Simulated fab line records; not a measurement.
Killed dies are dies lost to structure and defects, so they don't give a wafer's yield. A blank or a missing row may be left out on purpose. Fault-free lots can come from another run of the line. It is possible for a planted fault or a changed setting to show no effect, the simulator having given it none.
Shared-tool check -- flow berkeley-cmos170 -- Sampled: 15 lots, 45 wafers

## REASON FOR OPENING
Of 15 lots, 4 have the reading GATE_OVL flagged at UCB170_GATE_OVL_MEAS_13. No-fault wafers: -6 nm, standard deviation 5.3.
Rule: flag the lot when none of its wafers has a number, or when each of its wafers that has one lies beyond 4 standard deviations from that mean. As for the other lots, they are considered sound.

lot,measured,on,"GATE_OVL (nm), wafer by wafer",flag
L943,day 7 02:34,overlay-01,4 0 -1,
L942,day 7 02:41,overlay-02,-1 -6 -2,
L946,day 8 02:27,overlay-02,-13 -8 -7,
L945,day 8 02:43,overlay-01,-11 -3 -5,
L944,day 8 02:49,overlay-01,-4 -4 -2,
L948,day 8 13:44,overlay-02,248 251 248,FLAGGED
L949,day 8 13:55,overlay-01,264 266 268,FLAGGED
L947,day 8 14:01,overlay-02,257 254 254,FLAGGED
L951,day 9 19:46,overlay-01,251 251 257,FLAGGED
L950,day 9 19:59,overlay-02,-13 -8 -11,
L956,day 11 09:16,overlay-01,-11 -4 -11,
L959,day 11 16:53,overlay-01,1 -5 -2,
L961,day 12 22:23,overlay-02,-10 -6 -9,
L962,day 12 22:29,overlay-01,-9 -5 -5,
L965,day 12 22:36,overlay-02,4 -5 2,
Average over the flagged lots: 256 nm; offset from the usual +262 nm, equal to +49 standard deviations.

## WHICH TOOL EACH LOT WENT THROUGH
The record holds 1 process step before the reading, out of a route of 331 steps. Every cell lists first the tool, next ch and the chambers used by the sampled wafers, and last the start.
lot,flag,UCB170_GATE_EXPOSE_09
L943,,"krf-scanner-01 ch 0, day 7 02:03"
L942,,"krf-scanner-01 ch 0, day 7 02:10"
L946,,"krf-scanner-02 ch 0, day 8 01:44"
L945,,"krf-scanner-02 ch 0, day 8 01:53"
L944,,"krf-scanner-02 ch 0, day 8 01:58"
L948,FLAGGED,"krf-scanner-02 ch 0, day 8 12:53"
L949,FLAGGED,"krf-scanner-02 ch 0, day 8 13:11"
L947,FLAGGED,"krf-scanner-02 ch 0, day 8 13:20"
L951,FLAGGED,"krf-scanner-02 ch 0, day 9 19:09"
L950,,"krf-scanner-01 ch 0, day 9 19:22"
L956,,"krf-scanner-01 ch 0, day 11 08:46"
L959,,"krf-scanner-01 ch 0, day 11 16:23"
L961,,"krf-scanner-01 ch 0, day 12 21:53"
L962,,"krf-scanner-01 ch 0, day 12 21:59"
L965,,"krf-scanner-01 ch 0, day 12 22:05"
What is done by these steps:
- UCB170_GATE_EXPOSE_09: exposes mask POLY, target cd 350 nm.
- UCB170_GATE_OVL_MEAS_13

## FLAGGED AGAINST TOTAL, ONE TOOL AT A TIME (gauges that did the reading follow at the end)
step,tool,lots run,flagged,share of the flagged lots,sound lots run after its first flagged lot
UCB170_GATE_EXPOSE_09,krf-scanner-01,8,0,none,-
UCB170_GATE_EXPOSE_09,krf-scanner-02,7,4,all,0
UCB170_GATE_OVL_MEAS_13,overlay-01,8,2,some,"3 (L956,L959,L962)"
UCB170_GATE_OVL_MEAS_13,overlay-02,7,2,some,"3 (L950,L961,L965)"

## WHAT THE TABLE PERMITS
In the table, 1 row covers all flagged lots: krf-scanner-02 at UCB170_GATE_EXPOSE_09.
- krf-scanner-02 at UCB170_GATE_EXPOSE_09 ran 7 lots, 4 of them flagged. Its last sound lot is L944 (day 8 01:58), its first flagged lot L948 (day 8 12:53): a fault that began between those two fits.
krf-scanner-02 at UCB170_GATE_EXPOSE_09 is the single tool remaining.

## WHAT THE SIMULATOR HAD INSERTED
Scanner matching overlay: krf-scanner-02, from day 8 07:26 on, at UCB170_GATE_EXPOSE_09. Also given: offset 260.
Struck lots among those shown: L948, L949, L947, L951. This agrees with what the rule above found.
